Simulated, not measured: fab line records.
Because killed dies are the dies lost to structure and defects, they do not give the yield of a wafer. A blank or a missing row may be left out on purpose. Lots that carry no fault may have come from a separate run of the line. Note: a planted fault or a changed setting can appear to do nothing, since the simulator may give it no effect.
2 desks looking at one fault || flow ritCmos || every desk sees just its own numbers, and what lay behind them comes last

== AT THE METROLOGY DESK ==
Means of the sampled wafers that have a number, per lot and without regard to the tool the lot ran on: this is what the gauges read. A lot is out of limits, marked OUT, if its mean lies more than 4 standard deviations from the usual mean; the brackets give that distance.
Columns: A = cdNm at RIT_M1_CD_MEAS_90, usual 2600.2 nm
{"lot": "L201", "first seen here": "day 3 07:52", "A": 2602.6}
{"lot": "L202", "first seen here": "day 3 11:13", "A": 2599.7}
{"lot": "L203", "first seen here": "day 3 18:23", "A": 2601.8}
{"lot": "L204", "first seen here": "day 3 21:51", "A": 2597.5}
{"lot": "L206", "first seen here": "day 4 07:50", "A": 2598.5}
{"lot": "L208", "first seen here": "day 4 20:42", "A": 2602.8}
{"lot": "L211", "first seen here": "day 5 11:11", "A": 2600.2}
{"lot": "L215", "first seen here": "day 6 14:26", "A": 2602.1}
{"lot": "L216", "first seen here": "day 6 19:13", "A": 2597.4}
{"lot": "L218", "first seen here": "day 7 03:08", "A": 2600.0}
{"lot": "L219", "first seen here": "day 7 09:41", "A": 2599.5}
{"lot": "L220", "first seen here": "day 7 15:12", "A": 2600.4}
{"lot": "L223", "first seen here": "day 8 02:12", "A": 2598.9}
{"lot": "L224", "first seen here": "day 8 03:50", "A": 2600.7}
This desk's finding: nothing out of limits on any of the 14 lots.

== AT THE TOOL OWNER'S DESK: plasmaAsher-02 ==
The tool's own readings at RIT_M1_STRIP_14 (strips in O2, time 180 s): means of the sampled wafers that have a number, for each lot that ran on this tool. A lot is out of limits, marked OUT, if its mean lies more than 4 standard deviations from the usual mean; the brackets give that distance.
Columns: A = drypumpMotorCurrentA at RIT_M1_STRIP_14, usual 5.5 A; B = runLengthS at RIT_M1_STRIP_14, usual 208.6 s
{"lot": "L202", "first seen here": "day 3 11:02", "A": 6.2, "B": 208.8}
{"lot": "L203", "first seen here": "day 3 18:13", "A": 5.6, "B": 208.2}
{"lot": "L215", "first seen here": "day 6 14:16", "A": 5.6, "B": "218.0 (+18) OUT"}
{"lot": "L218", "first seen here": "day 7 02:57", "A": 5.6, "B": "218.2 (+18) OUT"}
Finding of this desk: L215, L218 out of limits; the first was L215 at day 6 14:16, on runLengthS at RIT_M1_STRIP_14. In limits: L202, L203.

== TAKEN TOGETHER ==
At day 6 14:16, on L215, L218, the tool owner's desk was in a position to raise an alarm.
From the metrology desk's view, nothing was out of limits.
The metrology desk holds a record of L215, L218, inside its limits.
Of the lots named, all ran RIT_M1_STRIP_14 on plasmaAsher-02.

== WHAT HAD BEEN PUT IN BY THE SIMULATOR ==
plasmaAsher-02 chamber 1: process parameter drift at RIT_M1_STRIP_14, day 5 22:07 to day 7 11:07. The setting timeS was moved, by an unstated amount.
Shown lots that were struck: L215, L218.
Hours from the fault's start to each desk's first reading out of limits: the tool owner's desk, 16.
